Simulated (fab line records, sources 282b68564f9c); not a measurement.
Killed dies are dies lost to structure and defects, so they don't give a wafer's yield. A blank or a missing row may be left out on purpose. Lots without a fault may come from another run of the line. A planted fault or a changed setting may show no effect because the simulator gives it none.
Which tool did it? | flow rit_cmos | 15 lots, 45 wafers sampled, at 5 steps of a route of 202

WHAT THE GAUGES READ, wafer by wafer
RIT_NWELL_TW_MEAS_10. Usual: NWELL_TW 2148, standard deviation 29.
lot  | measured    | on            | NWELL_TW       | flag
L549 | day 1 22:04 | film_metro-01 | 2166 2167 2166 |
L550 | day 2 03:18 | film_metro-01 | 2181 2182 2185 |
L553 | day 2 20:10 | film_metro-04 | 2122 2131 2129 |
L555 | day 3 03:58 | film_metro-04 | 2132 2117 2128 |
L556 | day 3 08:23 | film_metro-04 | 2130 2106 2124 |
L557 | day 3 14:35 | film_metro-04 | 2112 2120 2130 |
L558 | day 3 18:23 | film_metro-01 | 2164 2149 2172 |
L560 | day 4 04:13 | film_metro-01 | 2192 2193 2189 |
L561 | day 4 09:00 | film_metro-04 | 2114 2115 2116 |
L562 | day 4 13:53 | film_metro-01 | 2171 2186 2185 |
L563 | day 4 20:09 | film_metro-04 | 2132 2123 2117 |
L564 | day 5 00:28 | film_metro-04 | 2122 2120 2120 |
L565 | day 5 05:50 | film_metro-04 | 2117 2132 2126 |
L569 | day 6 01:31 | film_metro-04 | 2106 2118 2107 |
L572 | day 6 16:08 | film_metro-04 | 2114 2127 2127 |

RIT_NSD_OVL_MEAS_06. Usual: NSD_OVL 0.2 nm, standard deviation 1.5.
lot  | measured    | on         | NSD_OVL (nm)      | flag
L549 | day 3 04:34 | overlay-02 | 0.7 -0.5 0.8      |
L550 | day 3 06:36 | overlay-01 | -0.8 -1.9 -1.0    |
L553 | day 3 22:58 | overlay-01 | 0.9 -1.9 -1.6     |
L555 | day 4 05:41 | overlay-01 | 0.4 1.4 -0.3      |
L556 | day 4 09:14 | overlay-01 | -0.8 -1.2 0.4     |
L557 | day 4 15:43 | overlay-01 | 0.0 -1.5 -0.6     |
L558 | day 4 20:05 | overlay-02 | 3.1 1.8 1.7       |
L560 | day 5 05:39 | overlay-02 | -2.6 -1.3 -1.8    |
L561 | day 5 10:11 | overlay-02 | 0.6 1.6 1.6       |
L562 | day 5 15:05 | overlay-01 | 358.6 358.3 359.0 | OFF
L563 | day 5 21:05 | overlay-02 | 359.8 360.6 359.3 | OFF
L564 | day 6 02:55 | overlay-02 | 1.8 1.3 2.2       |
L565 | day 6 08:11 | overlay-02 | 3.8 2.4 1.6       |
L569 | day 7 03:46 | overlay-02 | 358.8 359.6 360.1 | OFF
L572 | day 7 17:09 | overlay-01 | 0.8 0.7 1.1       |

RIT_SDANNEAL_RS_MEAS_06: measures by four-point-probe. Usual: PLDD_RS 178.4 ohm/sq, standard deviation 0.45.
lot  | measured    | on            | PLDD_RS (ohm/sq)  | flag
L549 | day 3 07:26 | film_metro-02 | 178.2 178.2 178.1 |
L550 | day 3 09:17 | film_metro-02 | 178.1 178.5 177.9 |
L553 | day 4 01:57 | film_metro-04 | 178.8 178.9 179.1 |
L555 | day 4 08:31 | film_metro-02 | 178.1 178.1 178.1 |
L556 | day 4 12:03 | film_metro-03 | 179.5 178.9 178.3 |
L557 | day 4 18:23 | film_metro-03 | 178.6 178.2 178.2 |
L558 | day 4 22:55 | film_metro-03 | 178.7 178.1 178.1 |
L560 | day 5 08:26 | film_metro-04 | 179.1 178.4 178.8 |
L561 | day 5 13:04 | film_metro-03 | 177.6 177.5 178.0 |
L562 | day 5 17:58 | film_metro-02 | 178.7 178.3 178.0 |
L563 | day 6 00:11 | film_metro-02 | 178.3 178.6 177.8 |
L564 | day 6 05:47 | film_metro-03 | 177.9 178.0 178.5 |
L565 | day 6 10:52 | film_metro-03 | 178.0 178.6 179.0 |
L569 | day 7 06:32 | film_metro-02 | 178.5 178.9 178.9 |
L572 | day 7 19:51 | film_metro-03 | 178.8 178.5 177.8 |

WHICH TOOL RAN EACH LOT (tool, then ch and the chambers of the sampled wafers, then the start)
lot  | RIT_NSD_EXPOSE_03                  | RIT_PSD_STRIP_09
L549 | iline_stepper-02 ch 0, day 3 04:11 | plasma_asher-03 ch 0,1, day 3 06:31
L550 | iline_stepper-01 ch 0, day 3 06:13 | plasma_asher-03 ch 0,1, day 3 08:21
L553 | iline_stepper-02 ch 0, day 3 22:34 | plasma_asher-01 ch 0,1, day 4 01:03
L555 | iline_stepper-02 ch 0, day 4 05:17 | plasma_asher-01 ch 0,1, day 4 07:36
L556 | iline_stepper-02 ch 0, day 4 08:50 | plasma_asher-04 ch 0,1, day 4 11:07
L557 | iline_stepper-02 ch 0, day 4 15:19 | plasma_asher-01 ch 1, day 4 17:29
L558 | iline_stepper-02 ch 0, day 4 19:43 | plasma_asher-01 ch 0,1, day 4 21:58
L560 | iline_stepper-01 ch 0, day 5 05:15 | plasma_asher-04 ch 0,1, day 5 07:32
L561 | iline_stepper-02 ch 0, day 5 09:48 | plasma_asher-04 ch 0, day 5 12:09
L562 | iline_stepper-02 ch 0, day 5 14:41 | plasma_asher-03 ch 0,1, day 5 17:04
L563 | iline_stepper-02 ch 0, day 5 20:42 | plasma_asher-01 ch 0,1, day 5 23:16
L564 | iline_stepper-01 ch 0, day 6 02:32 | plasma_asher-01 ch 0,1, day 6 04:47
L565 | iline_stepper-01 ch 0, day 6 07:47 | plasma_asher-04 ch 0,1, day 6 09:56
L569 | iline_stepper-02 ch 0, day 7 03:22 | plasma_asher-01 ch 0,1, day 7 05:38
L572 | iline_stepper-01 ch 0, day 7 16:45 | plasma_asher-04 ch 0,1, day 7 18:56
- RIT_NSD_EXPOSE_03: exposes mask M9, target cd 40700 nm.
- RIT_PSD_STRIP_09: strips in O2, time 180 s.

WHAT THE TOOLS THEMSELVES READ (means of the sampled wafers that have a number; where no wafer has one, the mark that the record gives instead)
RIT_PSD_STRIP_09. Usual: drypump_motor_current_A 5.6 A, standard deviation 0.43.
lot  | tool            | drypump_motor_current_A (A) | flag
L549 | plasma_asher-03 | 5.5                         |
L550 | plasma_asher-03 | 5.7                         |
L553 | plasma_asher-01 | 5.7                         |
L555 | plasma_asher-01 | 5.7                         |
L556 | plasma_asher-04 | 5.1                         |
L557 | plasma_asher-01 | 6.2                         |
L558 | plasma_asher-01 | 5.9                         |
L560 | plasma_asher-04 | 5.1                         |
L561 | plasma_asher-04 | 4.9                         |
L562 | plasma_asher-03 | 5.5                         |
L563 | plasma_asher-01 | 5.7                         |
L564 | plasma_asher-01 | 5.7                         |
L565 | plasma_asher-04 | 5.1                         |
L569 | plasma_asher-01 | 6.0                         |
L572 | plasma_asher-04 | 5.3                         |

THE ANSWER, worked out from the rows above alone
Rule: a lot is off if the mean of its wafers that have a number lies more than 3 standard deviations from the usual mean. A lot without any number at a reading at which 4 lots or more have one is off too. The other lots that the step has rows for count as sound. The gauges are gone through in route order, then the tools' own readings, and for those a lot's mean is taken as printed above. The first step at which some lot is off is used, and at that step the reading that is off furthest; a lot without a number counts as furthest.
Off: L562, L563, L569, at RIT_NSD_OVL_MEAS_06 (NSD_OVL).
A tool fits if, at a process step before that reading, it ran every lot that is off, and no sound lot after the first of them. The gauges at RIT_NSD_OVL_MEAS_06 are tried like those tools. One fits: iline_stepper-02 at RIT_NSD_EXPOSE_03. Its last sound lot is L561 (day 5 09:48), its first lot that is off L562 (day 5 14:41): a fault that began between those two fits.

WHAT THE SIMULATOR HAD PUT IN
Scanner matching overlay: iline_stepper-02, from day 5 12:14 on, at RIT_NSD_EXPOSE_03. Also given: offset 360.
Lots struck among those shown: L562, L563, L569. The rule above found the same.
